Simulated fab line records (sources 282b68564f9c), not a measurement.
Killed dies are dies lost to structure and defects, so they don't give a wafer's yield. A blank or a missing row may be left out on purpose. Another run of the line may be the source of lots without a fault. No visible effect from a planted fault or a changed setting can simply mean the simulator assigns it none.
Split-lot experiment	flow ritCmos	23 wafers read across 5 lots, on a route 202 steps long

## SPLIT DETAILS
At RIT_NSD_IMPLANT_08, the setting doseCm2 was moved away from the recipe's 1e+15 on 7 of the 23 wafers read, by +4.7% to +7.0%. All remaining wafers had this setting at the recipe value.

## FROM THE SPLIT TO THE READING: what the file shows between them, 6 steps
- RIT_PSD_IMPLANT_08 (also split here: energyKev)
- RIT_SDANNEAL_CLEAN_00: cleans in SC1, time 600 s (also split here: timeS)
- RIT_SDANNEAL_CLEAN_01: cleans in dHF, time 30 s
- RIT_SDANNEAL_CLEAN_02: cleans in SC2, time 600 s
- RIT_SDANNEAL_RTA_03: time 5 s
- RIT_SDANNEAL_RS_MEAS_04: measures by four-point-probe

## THE READING
At RIT_SDANNEAL_RS_MEAS_05, a four-point-probe measurement gives NSD_RS in ohm/sq. Typical for fault-free wafers on this fab line: 84.49 ohm/sq, with standard deviation 0.27 ohm/sq.

wafer	tool, chamber at the split	doseCm2 as run	against the recipe	NSD_RS, ohm/sq	against lot-mates on the recipe
L074.2	implanter-03, 0	1e+15	recipe	84.54	-
L074.3	implanter-03, 0	1e+15	recipe	84.31	-
L074.4	implanter-03, 0	1e+15	recipe	84.17	-
L074.5	implanter-03, 0	1e+15	recipe	84.34	-
L074.6	implanter-03, 0	1e+15	recipe	84.19	-
L078.2	implanter-01, 0	1e+15	recipe	84.43	-
L078.3	implanter-01, 0	1e+15	recipe	84.51	-
L078.4	implanter-01, 0	1.062e+15	+6.2%	80.71	-3.73
L078.5	implanter-01, 0	1e+15	recipe	84.37	-
L078.6	implanter-01, 0	1.062e+15	+6.2%	80.74	-3.70
L081.1	implanter-04, 0	1e+15	recipe	84.67	-
L081.2	implanter-04, 0	1.047e+15	+4.7%	81.77	-3.04
L081.3	implanter-04, 0	1.047e+15	+4.7%	81.86	-2.95
L081.4	implanter-04, 0	1e+15	recipe	84.81	-
L081.5	implanter-04, 0	1e+15	recipe	84.96	-
L083.1	implanter-04, 0	1e+15	recipe	84.17	-
L083.3	implanter-04, 0	1e+15	recipe	84.15	-
L083.4	implanter-04, 0	1e+15	recipe	83.97	-
L085.1	implanter-03, 0	1.07e+15	+7.0%	79.97	-4.24
L085.2	implanter-03, 0	1e+15	recipe	84.29	-
L085.4	implanter-03, 0	1e+15	recipe	84.13	-
L085.5	implanter-03, 0	1.07e+15	+7.0%	79.87	-4.34
L085.6	implanter-03, 0	1.07e+15	+7.0%	80.05	-4.16

THE FIT
A straight line over all 23 wafers: NSD_RS changes by -0.606 ohm/sq for each +1% of doseCm2; r = -0.99; the points scatter about the line by 0.25 ohm/sq.
The same after taking each lot's own level away (the mean of its wafers on the recipe; 23 wafers): -0.609 ohm/sq for each +1%; r = -1.00; scatter 0.11 ohm/sq.
On that fit, the largest move of doseCm2 shifts the reading by 4.3 ohm/sq.
The lots' own levels span 84.097 to 84.813 ohm/sq, that is 2.7 times the standard deviation above.
The two slopes agree, so the slope changes little with the lot-to-lot level.
Check: for one of the wafers moved furthest among these (+7.0%), held out of the fit, the line's prediction against its lot-mates is -4.27 ohm/sq. Against them it came out at -4.24 ohm/sq.

## THESE WAFERS: OTHER SPLITS
Note: prior to the reading, these wafers also went through further splits. Each is held against what the fit with the lots' levels taken away leaves over:
other split on the same wafers	wafers away from the commonest value	r with NSD_RS (lot level and that fit taken away)
RIT_NSD_COAT_01 resistThkNm	9	+0.06
RIT_PSD_IMPLANT_08 energyKev	8	+0.15
RIT_SDANNEAL_CLEAN_00 timeS	15	+0.14

## THE FILE'S OWN FIT
NSD_RS changes by -0.61 ohm/sq for each +1% of doseCm2, r = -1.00.
